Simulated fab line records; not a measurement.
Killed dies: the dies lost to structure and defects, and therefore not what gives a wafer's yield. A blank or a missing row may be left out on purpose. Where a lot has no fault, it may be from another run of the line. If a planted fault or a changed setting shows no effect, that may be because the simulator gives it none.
Which tool is to blame? ; flow ritCmos ; 7 lots with 21 wafers sampled at 2 steps, on a route of 202 steps

== WHAT THE GAUGES SHOWED, per wafer ==
RIT_PRETRO_TW_MEAS_10.
lot;measured;on;PRETRO_TW
L936;day 2 15:41;filmMetro-04;477 474 477
L938;day 3 06:51;filmMetro-01;474 474 476
L943;day 4 00:54;filmMetro-01;477 476 478
L946;day 4 14:33;filmMetro-04;480 481 478
L949;day 5 05:29;filmMetro-03;471 469 470
L951;day 5 16:11;filmMetro-04;525 525 524
L957;day 6 22:05;filmMetro-04;482 477 479

== TOOL THAT RAN EACH LOT (tool first, then ch and the chambers of the sampled wafers, then the start) ==
lot;RIT_PRETRO_IMPLANT_08
L936;implanter-03 ch 0, day 2 15:23
L938;implanter-02 ch 0, day 3 06:32
L943;implanter-03 ch 0, day 4 00:34
L946;implanter-03 ch 0, day 4 14:15
L949;implanter-03 ch 0, day 5 05:10
L951;implanter-03 ch 0, day 5 15:51
L957;implanter-02 ch 0, day 6 21:46
- RIT_PRETRO_IMPLANT_08

== THE ANSWER, worked out from the rows above alone ==
Rule: the lots themselves supply what counts as usual. Put in order of their means at a reading, lots are off if they are a third of the lots or fewer, leave a main group of 4 or more, and stand apart from it by a gap of 3 or more times the standard deviation of the main group's means; of several such gaps the widest counts. If all means in a main group match to the digits the tables above print for the reading, that group is not used. A lot without any number at a reading at which 4 lots or more have one is off too. All remaining lots with rows at the step are treated as sound.
Off: L951, seen at RIT_PRETRO_TW_MEAS_10 (PRETRO_TW). The main group: mean 476, standard deviation 3.2.
A tool fits if, at a process step before that reading, it ran every lot that is off, and no sound lot after the first of them. Those tools and the gauges at RIT_PRETRO_TW_MEAS_10 are tried in the same way. One fits: RIT_PRETRO_IMPLANT_08 on implanter-03. A fault onset in the window from L949 (day 5 05:10, its last sound lot) to L951 (day 5 15:51, its first lot off) fits.

== WHAT HAD BEEN PUT IN BY THE SIMULATOR ==
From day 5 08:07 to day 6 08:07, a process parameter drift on implanter-03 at RIT_PRETRO_IMPLANT_08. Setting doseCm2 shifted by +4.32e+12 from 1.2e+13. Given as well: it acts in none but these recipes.
Struck lots among those shown: L951. Same finding as the rule above.
